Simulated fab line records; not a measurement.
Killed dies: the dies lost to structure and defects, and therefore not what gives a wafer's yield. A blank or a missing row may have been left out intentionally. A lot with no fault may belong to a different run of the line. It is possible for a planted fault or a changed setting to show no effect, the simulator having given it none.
Which of the tools did it? || flow berkeley cmos170 || 42 wafers from 14 lots sampled at 6 of the route's 331 steps

## WHAT THE GAUGES SHOWED, per wafer
UCB170_PWELL_OVL_MEAS_13.
{"lot": "L290", "measured": "day 3 11:55", "on": "overlay-02", "PWELL_OVL (nm)": "-6 -8 -11"}
{"lot": "L292", "measured": "day 3 21:11", "on": "overlay-02", "PWELL_OVL (nm)": "2 -3 1"}
{"lot": "L293", "measured": "day 3 21:26", "on": "overlay-01", "PWELL_OVL (nm)": "-3 -9 -3"}
{"lot": "L295", "measured": "day 4 11:43", "on": "overlay-01", "PWELL_OVL (nm)": "1 -5 -7"}
{"lot": "L299", "measured": "day 4 20:31", "on": "overlay-02", "PWELL_OVL (nm)": "-1 3 -4"}
{"lot": "L300", "measured": "day 5 03:03", "on": "overlay-02", "PWELL_OVL (nm)": "-2 3 1"}
{"lot": "L301", "measured": "day 5 10:12", "on": "overlay-02", "PWELL_OVL (nm)": "0 -4 -1"}
{"lot": "L306", "measured": "day 6 12:31", "on": "overlay-01", "PWELL_OVL (nm)": "2 2 4"}
{"lot": "L305", "measured": "day 6 12:42", "on": "overlay-02", "PWELL_OVL (nm)": "6 -1 -4"}
{"lot": "L307", "measured": "day 6 23:07", "on": "overlay-01", "PWELL_OVL (nm)": "3 -2 -3"}
{"lot": "L308", "measured": "day 7 03:50", "on": "overlay-01", "PWELL_OVL (nm)": "3 -8 -6"}
{"lot": "L309", "measured": "day 7 11:17", "on": "overlay-01", "PWELL_OVL (nm)": "-9 -2 4"}
{"lot": "L311", "measured": "day 7 15:20", "on": "overlay-02", "PWELL_OVL (nm)": "-5 -5 -4"}
{"lot": "L312", "measured": "day 8 00:56", "on": "overlay-02", "PWELL_OVL (nm)": "-3 -4 -6"}

UCB170_PFIELD_OVL_MEAS_06.
{"lot": "L290", "measured": "day 4 17:29", "on": "overlay-02", "PFIELD_OVL (nm)": "0 -7 -5"}
{"lot": "L292", "measured": "day 5 06:41", "on": "overlay-01", "PFIELD_OVL (nm)": "11 2 -1"}
{"lot": "L293", "measured": "day 5 04:53", "on": "overlay-01", "PFIELD_OVL (nm)": "-10 -8 -4"}
{"lot": "L295", "measured": "day 5 13:54", "on": "overlay-02", "PFIELD_OVL (nm)": "-1 5 -2"}
{"lot": "L299", "measured": "day 6 01:49", "on": "overlay-02", "PFIELD_OVL (nm)": "-2 -1 0"}
{"lot": "L300", "measured": "day 6 07:37", "on": "overlay-01", "PFIELD_OVL (nm)": "-9 -10 -10"}
{"lot": "L301", "measured": "day 6 22:17", "on": "overlay-02", "PFIELD_OVL (nm)": "0 3 -2"}
{"lot": "L306", "measured": "day 7 17:47", "on": "overlay-02", "PFIELD_OVL (nm)": "-9 -4 0"}
{"lot": "L305", "measured": "day 7 18:34", "on": "overlay-01", "PFIELD_OVL (nm)": "-7 -1 1"}
{"lot": "L307", "measured": "day 8 05:06", "on": "overlay-01", "PFIELD_OVL (nm)": "-1 -1 -1"}
{"lot": "L308", "measured": "day 8 08:40", "on": "overlay-02", "PFIELD_OVL (nm)": "1 -2 1"}
{"lot": "L309", "measured": "day 8 21:16", "on": "overlay-02", "PFIELD_OVL (nm)": "-6 -7 -4"}
{"lot": "L311", "measured": "day 8 21:10", "on": "overlay-01", "PFIELD_OVL (nm)": "-1 0 -8"}
{"lot": "L312", "measured": "day 9 05:12", "on": "overlay-02", "PFIELD_OVL (nm)": "-2 -3 0"}

UCB170_NLDD_TW_MEAS_11.
{"lot": "L290", "measured": "day 6 20:39", "on": "film metro-04", "NLDD_TW": "2253 2255 2251"}
{"lot": "L292", "measured": "day 7 13:44", "on": "film metro-04", "NLDD_TW": "2259 2245 2255"}
{"lot": "L293", "measured": "day 7 13:37", "on": "film metro-03", "NLDD_TW": "2225 2223 2219"}
{"lot": "L295", "measured": "day 7 14:02", "on": "film metro-03", "NLDD_TW": "2224 2219 2227"}
{"lot": "L299", "measured": "day 7 23:34", "on": "film metro-01", "NLDD_TW": "2252 2246 2249"}
{"lot": "L300", "measured": "day 8 11:56", "on": "film metro-04", "NLDD_TW": "2395 2400 2403"}
{"lot": "L301", "measured": "day 8 18:55", "on": "film metro-01", "NLDD_TW": "2364 2357 2350"}
{"lot": "L306", "measured": "day 9 12:18", "on": "film metro-03", "NLDD_TW": "2228 2221 2221"}
{"lot": "L305", "measured": "day 9 12:01", "on": "film metro-03", "NLDD_TW": "2222 2231 2222"}
{"lot": "L307", "measured": "day 10 02:06", "on": "film metro-03", "NLDD_TW": "2225 2235 2236"}
{"lot": "L308", "measured": "day 10 08:31", "on": "film metro-04", "NLDD_TW": "2250 2249 2241"}
{"lot": "L309", "measured": "day 10 15:30", "on": "film metro-04", "NLDD_TW": "2245 2249 2248"}
{"lot": "L311", "measured": "day 10 15:47", "on": "film metro-01", "NLDD_TW": "2233 2247 2234"}
{"lot": "L312", "measured": "day 11 03:16", "on": "film metro-01", "NLDD_TW": "2218 2218 2219"}

UCB170_SDANNEAL_RS_MEAS_05: uses a four-point probe to measure.
{"lot": "L290", "measured": "day 7 07:09", "on": "film metro-03", "NLDD_RS (ohm/sq)": "614.9 618.0 616.9"}
{"lot": "L292", "measured": "day 7 23:08", "on": "film metro-04", "NLDD_RS (ohm/sq)": "615.6 616.1 617.3"}
{"lot": "L293", "measured": "day 7 23:38", "on": "film metro-04", "NLDD_RS (ohm/sq)": "615.5 616.0 615.6"}
{"lot": "L295", "measured": "day 8 00:01", "on": "film metro-03", "NLDD_RS (ohm/sq)": "616.0 616.3 616.8"}
{"lot": "L299", "measured": "day 8 10:13", "on": "film metro-03", "NLDD_RS (ohm/sq)": "613.9 615.4 613.5"}
{"lot": "L300", "measured": "day 9 03:20", "on": "film metro-03", "NLDD_RS (ohm/sq)": "525.8 526.3 525.3"}
{"lot": "L301", "measured": "day 9 08:35", "on": "film metro-01", "NLDD_RS (ohm/sq)": "526.8 526.5 526.4"}
{"lot": "L306", "measured": "day 9 20:29", "on": "film metro-03", "NLDD_RS (ohm/sq)": "614.9 615.7 617.4"}
{"lot": "L305", "measured": "day 9 20:49", "on": "film metro-04", "NLDD_RS (ohm/sq)": "616.8 617.5 614.9"}
{"lot": "L307", "measured": "day 10 13:04", "on": "film metro-01", "NLDD_RS (ohm/sq)": "616.0 615.9 613.7"}
{"lot": "L308", "measured": "day 10 20:40", "on": "film metro-01", "NLDD_RS (ohm/sq)": "614.4 613.7 614.1"}
{"lot": "L309", "measured": "day 11 00:58", "on": "film metro-01", "NLDD_RS (ohm/sq)": "615.1 615.0 614.2"}
{"lot": "L311", "measured": "day 11 01:08", "on": "film metro-03", "NLDD_RS (ohm/sq)": "619.2 615.7 616.9"}
{"lot": "L312", "measured": "day 11 12:43", "on": "film metro-03", "NLDD_RS (ohm/sq)": "615.3 616.5 615.4"}

## WHICH TOOL RAN EACH LOT (tool, then ch and the chambers of the sampled wafers, then the start)
{"lot": "L290", "UCB170_ACTIVE_ETCH_15": "rie diel-02 ch 0,3, day 4 13:09", "UCB170_NLDD_IMPLANT_08": "implanter-01 ch 0, day 6 20:16"}
{"lot": "L292", "UCB170_ACTIVE_ETCH_15": "rie diel-02 ch 0,2,3, day 5 03:35", "UCB170_NLDD_IMPLANT_08": "implanter-02 ch 0, day 7 13:20"}
{"lot": "L293", "UCB170_ACTIVE_ETCH_15": "rie diel-01 ch 0,1,2, day 5 03:21", "UCB170_NLDD_IMPLANT_08": "implanter-03 ch 0, day 7 13:13"}
{"lot": "L295", "UCB170_ACTIVE_ETCH_15": "rie diel-02 ch 0,2,3, day 5 11:56", "UCB170_NLDD_IMPLANT_08": "implanter-02 ch 0, day 7 13:40"}
{"lot": "L299", "UCB170_ACTIVE_ETCH_15": "rie diel-01 ch 1,2,3, day 6 00:04", "UCB170_NLDD_IMPLANT_08": "implanter-01 ch 0, day 7 23:10"}
{"lot": "L300", "UCB170_ACTIVE_ETCH_15": "rie diel-01 ch 0,2,3, day 6 06:16", "UCB170_NLDD_IMPLANT_08": "implanter-01 ch 0, day 8 11:32"}
{"lot": "L301", "UCB170_ACTIVE_ETCH_15": "rie diel-01 ch 0,2,3, day 6 20:36", "UCB170_NLDD_IMPLANT_08": "implanter-01 ch 0, day 8 18:31"}
{"lot": "L306", "UCB170_ACTIVE_ETCH_15": "rie diel-01 ch 0,2,3, day 7 15:23", "UCB170_NLDD_IMPLANT_08": "implanter-03 ch 0, day 9 11:52"}
{"lot": "L305", "UCB170_ACTIVE_ETCH_15": "rie diel-02 ch 2,3, day 7 15:37", "UCB170_NLDD_IMPLANT_08": "implanter-02 ch 0, day 9 11:37"}
{"lot": "L307", "UCB170_ACTIVE_ETCH_15": "rie diel-01 ch 1,2, day 8 01:20", "UCB170_NLDD_IMPLANT_08": "implanter-02 ch 0, day 10 01:42"}
{"lot": "L308", "UCB170_ACTIVE_ETCH_15": "rie diel-01 ch 1,2,3, day 8 05:02", "UCB170_NLDD_IMPLANT_08": "implanter-02 ch 0, day 10 08:07"}
{"lot": "L309", "UCB170_ACTIVE_ETCH_15": "rie diel-01 ch 0,1,2, day 8 18:16", "UCB170_NLDD_IMPLANT_08": "implanter-02 ch 0, day 10 15:06"}
{"lot": "L311", "UCB170_ACTIVE_ETCH_15": "rie diel-03 ch 0,2,3, day 8 17:47", "UCB170_NLDD_IMPLANT_08": "implanter-03 ch 0, day 10 15:23"}
{"lot": "L312", "UCB170_ACTIVE_ETCH_15": "rie diel-01 ch 1,2,3, day 9 02:16", "UCB170_NLDD_IMPLANT_08": "implanter-02 ch 0, day 11 02:54"}
- UCB170_ACTIVE_ETCH_15: etches Si3N4 in CH3F/Ar/O2, stops on SiO2, target depth 242 nm, time 151 s.
- UCB170_NLDD_IMPLANT_08

## WHAT THE TOOLS THEMSELVES READ (means of the sampled wafers that have a number; where no wafer has one, the mark that the record gives instead)
UCB170_ACTIVE_ETCH_15.
{"lot": "L290", "tool": "rie diel-02", "drypump motor current A (A)": 5.49, "oes product au (a.u.)": 0.947, "rf fwd power W (W)": 447.4, "throttle valve pct (%)": 8.00}
{"lot": "L292", "tool": "rie diel-02", "drypump motor current A (A)": 5.48, "oes product au (a.u.)": 0.961, "rf fwd power W (W)": 448.8, "throttle valve pct (%)": 8.07}
{"lot": "L293", "tool": "rie diel-01", "drypump motor current A (A)": 5.60, "oes product au (a.u.)": 0.948, "rf fwd power W (W)": 447.1, "throttle valve pct (%)": 8.16}
{"lot": "L295", "tool": "rie diel-02", "drypump motor current A (A)": 5.49, "oes product au (a.u.)": 0.942, "rf fwd power W (W)": 449.5, "throttle valve pct (%)": 8.04}
{"lot": "L299", "tool": "rie diel-01", "drypump motor current A (A)": 5.70, "oes product au (a.u.)": 0.941, "rf fwd power W (W)": 448.1, "throttle valve pct (%)": 8.12}
{"lot": "L300", "tool": "rie diel-01", "drypump motor current A (A)": 5.68, "oes product au (a.u.)": 0.963, "rf fwd power W (W)": 446.9, "throttle valve pct (%)": 8.21}
{"lot": "L301", "tool": "rie diel-01", "drypump motor current A (A)": 5.68, "oes product au (a.u.)": 0.939, "rf fwd power W (W)": 446.7, "throttle valve pct (%)": 8.20}
{"lot": "L306", "tool": "rie diel-01", "drypump motor current A (A)": 5.68, "oes product au (a.u.)": 0.959, "rf fwd power W (W)": 447.0, "throttle valve pct (%)": 8.20}
{"lot": "L305", "tool": "rie diel-02", "drypump motor current A (A)": 5.66, "oes product au (a.u.)": 0.948, "rf fwd power W (W)": 448.6, "throttle valve pct (%)": 8.00}
{"lot": "L307", "tool": "rie diel-01", "drypump motor current A (A)": 5.60, "oes product au (a.u.)": 0.943, "rf fwd power W (W)": 445.2, "throttle valve pct (%)": 8.08}
{"lot": "L308", "tool": "rie diel-01", "drypump motor current A (A)": 5.68, "oes product au (a.u.)": 0.939, "rf fwd power W (W)": 447.4, "throttle valve pct (%)": 8.13}
{"lot": "L309", "tool": "rie diel-01", "drypump motor current A (A)": 5.63, "oes product au (a.u.)": 0.960, "rf fwd power W (W)": 446.4, "throttle valve pct (%)": 8.16}
{"lot": "L311", "tool": "rie diel-03", "drypump motor current A (A)": 5.35, "oes product au (a.u.)": 0.944, "rf fwd power W (W)": 448.0, "throttle valve pct (%)": 7.96}
{"lot": "L312", "tool": "rie diel-01", "drypump motor current A (A)": 5.66, "oes product au (a.u.)": 0.940, "rf fwd power W (W)": 446.1, "throttle valve pct (%)": 8.14}

UCB170_NLDD_IMPLANT_08.
{"lot": "L290", "tool": "implanter-01", "dose ions cm2": 5e+13, "faraday current uA": 161, "rotation deg (degrees)": -0.042}
{"lot": "L292", "tool": "implanter-02", "dose ions cm2": 5e+13, "faraday current uA": 158, "rotation deg (degrees)": -0.004}
{"lot": "L293", "tool": "implanter-03", "dose ions cm2": 5e+13, "faraday current uA": 157, "rotation deg (degrees)": -0.003}
{"lot": "L295", "tool": "implanter-02", "dose ions cm2": 5e+13, "faraday current uA": 160, "rotation deg (degrees)": -0.003}
{"lot": "L299", "tool": "implanter-01", "dose ions cm2": 5e+13, "faraday current uA": 154, "rotation deg (degrees)": -0.014}
{"lot": "L300", "tool": "implanter-01", "dose ions cm2": 8e+13, "faraday current uA": 238, "rotation deg (degrees)": -0.007}
{"lot": "L301", "tool": "implanter-01", "dose ions cm2": 8e+13, "faraday current uA": 243, "rotation deg (degrees)": 0.004}
{"lot": "L306", "tool": "implanter-03", "dose ions cm2": 5e+13, "faraday current uA": 159, "rotation deg (degrees)": -0.004}
{"lot": "L305", "tool": "implanter-02", "dose ions cm2": 5e+13, "faraday current uA": 158, "rotation deg (degrees)": 0.026}
{"lot": "L307", "tool": "implanter-02", "dose ions cm2": 5e+13, "faraday current uA": 153, "rotation deg (degrees)": -0.008}
{"lot": "L308", "tool": "implanter-02", "dose ions cm2": 5e+13, "faraday current uA": 160, "rotation deg (degrees)": -0.012}
{"lot": "L309", "tool": "implanter-02", "dose ions cm2": 5e+13, "faraday current uA": 160, "rotation deg (degrees)": 0.010}
{"lot": "L311", "tool": "implanter-03", "dose ions cm2": 5e+13, "faraday current uA": 156, "rotation deg (degrees)": 0.008}
{"lot": "L312", "tool": "implanter-02", "dose ions cm2": 5e+13, "faraday current uA": 162, "rotation deg (degrees)": 0.001}

## THE ANSWER, worked out from the rows above alone
Rule: the usual values come from the lots themselves. The widest of any qualifying gaps counts: lots, ordered by their means at a reading, are off when they make up no more than a third of the lots, leave a main group of 4 or more, and stand apart from it by 3 or more times the standard deviation of that group's means. A main group whose means are all the same, to the digits that the tables above print for the reading, isn't used. A lot without any number at a reading at which 4 lots or more have one is off too. All remaining lots with rows at the step are treated as sound. First the gauges in route order, then the tools' own readings, where a lot's mean is used as printed above. The first step at which some lot is off is used, and at that step the reading that is off furthest; a lot without a number counts as furthest.
Off: L300, L301, at UCB170_NLDD_TW_MEAS_11 (NLDD_TW). The main group has a mean of 2236 with a standard deviation of 13.
A tool fits if, at a process step before that reading, it ran every lot that is off, and no sound lot after the first of them. The gauges at UCB170_NLDD_TW_MEAS_11 aren't tried: what is off there is off at UCB170_NLDD_IMPLANT_08 too, on other tools, and a gauge's error can't cause that. One candidate fits, namely implanter-01 at UCB170_NLDD_IMPLANT_08. Its last sound lot is L299 (day 7 23:10), its first lot that is off L300 (day 8 11:32): a fault that began between those two fits.
The tool's own readings at UCB170_NLDD_IMPLANT_08 bear it out: on the lots that are off they differ by more than 5 times the standard deviation of the sound lots' means. dose ions cm2 reads 8e+13 there against 5e+13 on the sound lots; faraday current uA reads 240 there against 158 on the sound lots.

## WHAT THE SIMULATOR HAD INSERTED
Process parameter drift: implanter-01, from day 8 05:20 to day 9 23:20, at UCB170_NLDD_IMPLANT_08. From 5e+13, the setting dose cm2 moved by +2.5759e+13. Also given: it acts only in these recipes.
Struck lots among those shown: L300, L301. Same finding as the rule above.
